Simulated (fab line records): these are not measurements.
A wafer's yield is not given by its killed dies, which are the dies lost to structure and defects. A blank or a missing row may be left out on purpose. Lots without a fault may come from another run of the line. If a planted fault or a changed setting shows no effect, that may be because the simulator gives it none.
Struck lot and sound lot, side by side ; flow rit-cmos ; 22 out of 202 route steps
Sound: wafers L123.1, L123.2, L123.3. Wafers L132.2, L132.4, L132.6 were the ones struck. The cause is named last.
For every step that has rows: the tool of each side, followed by ch and its chambers, followed by its first start. Under that, the readings that differ: sound wafers ; struck wafers ; difference of the means ; sigmas: that difference in standard deviations of wafers without a fault.
alike: same words and numbers on both sides, and readings whose means sit less than 2 such deviations apart. not compared: any withheld reading, any reading some wafer has no value for, any bound like >300 that may hide the same value, and any number with overlapping values for which the record gives no deviation.
A row with sigmas, a row that says differs or no value, or rows on one side alone: a step with any of these is where the two part. Non-overlapping numbers with no deviation appear without sigmas and do not part them. Lack of a reading on every wafer of one side parts them only where that side has two or more wafers.

first, 2 steps without rows for these wafers: RIT_NSD_HARDBAKE_07 (time 60 s); RIT_NSD_IMPLANT_08.
RIT_NSD_STRIP_09: strips in O2, time 180 s.
  sound on plasma-asher-02 ch 0,1, day 5 01:11; struck on plasma-asher-02 ch 0,1, day 6 13:18
  alike: chamber-pressure-mTorr, drypump-motor-current-A
  not compared: rf-hours-counter-h
RIT_NSD_TW_MEAS_10:
  sound: film-metro-03 at day 5 01:22; struck: film-metro-02 at day 6 13:29
  alike: NSD_TW
then, 6 steps without rows for these wafers: RIT_PSD_HMDS_00 (prime time 60 s); RIT_PSD_COAT_01 (resist thk 1000 nm); RIT_PSD_SOFTBAKE_02 (time 60 s); RIT_PSD_EXPOSE_03 (exposes mask M10, target cd 40900 nm); RIT_PSD_PEB_04; RIT_PSD_DEVELOP_05 (develop time 50 s).
RIT_PSD_OVL_MEAS_06:
  sound: overlay-02 at day 5 02:35; struck: overlay-01 at day 6 14:53
  alike: PSD_OVL
then, 1 step without rows for these wafers: RIT_PSD_HARDBAKE_07 (time 60 s).
RIT_PSD_IMPLANT_08:
  sound on implanter-03 ch 0, day 5 02:46; struck on implanter-01 ch 0, day 6 15:13
reading;sound;struck;difference;sigmas
dose-ions-cm2;4.999e+15 5.007e+15 5.007e+15;4.245e+15 4.253e+15 4.248e+15;-7.557e+14;-99 or more
RIT_PSD_STRIP_09: strips in O2, time 180 s.
  sound on plasma-asher-02 ch 0,1, day 5 02:55; struck on plasma-asher-02 ch 0,1, day 6 15:20
  alike: chamber-pressure-mTorr, drypump-motor-current-A
  not compared: rf-hours-counter-h
RIT_PSD_TW_MEAS_10:
  sound: film-metro-01 at day 5 03:05; struck: film-metro-02 at day 6 15:31
  alike: PSD_TW
then, 3 steps without rows for these wafers: RIT_SDANNEAL_CLEAN_00 (cleans in SC1, time 600 s); RIT_SDANNEAL_CLEAN_01 (cleans in dHF, time 30 s); RIT_SDANNEAL_CLEAN_02 (cleans in SC2, time 600 s).
RIT_SDANNEAL_RTA_03: time 5 s.
  sound on rtp-anneal-02 ch 0, day 5 03:31; struck on rtp-anneal-01 ch 0, day 6 16:09
  alike: chamber-o2-ppm, wafer_temp_C_max
RIT_SDANNEAL_RS_MEAS_04: the measuring method here is four-point-probe.
  sound: film-metro-01 at day 5 03:38; struck: film-metro-03 at day 6 16:13
reading;sound;struck;difference;sigmas
PSD_RS (ohm/sq);115.75 115.35 115.63;117.97 117.78 117.94;+2.32;+9
RIT_SDANNEAL_RS_MEAS_05: the measuring method here is four-point-probe.
  sound: film-metro-01 at day 5 03:45; struck: film-metro-03 at day 6 16:20
  alike: NSD_RS
next, for these wafers, 1 step has no rows: RIT_M1_PROBE_99.

== WHERE THEY PART ==
Earliest at RIT_PSD_IMPLANT_08; latest, in this record, at RIT_SDANNEAL_RS_MEAS_04. Later steps at which nothing parts them and some readings are alike: RIT_SDANNEAL_RS_MEAS_05.

WHY: what had been put in by the simulator
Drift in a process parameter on implanter-01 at RIT_PSD_IMPLANT_08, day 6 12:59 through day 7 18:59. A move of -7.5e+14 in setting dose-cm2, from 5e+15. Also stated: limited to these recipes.
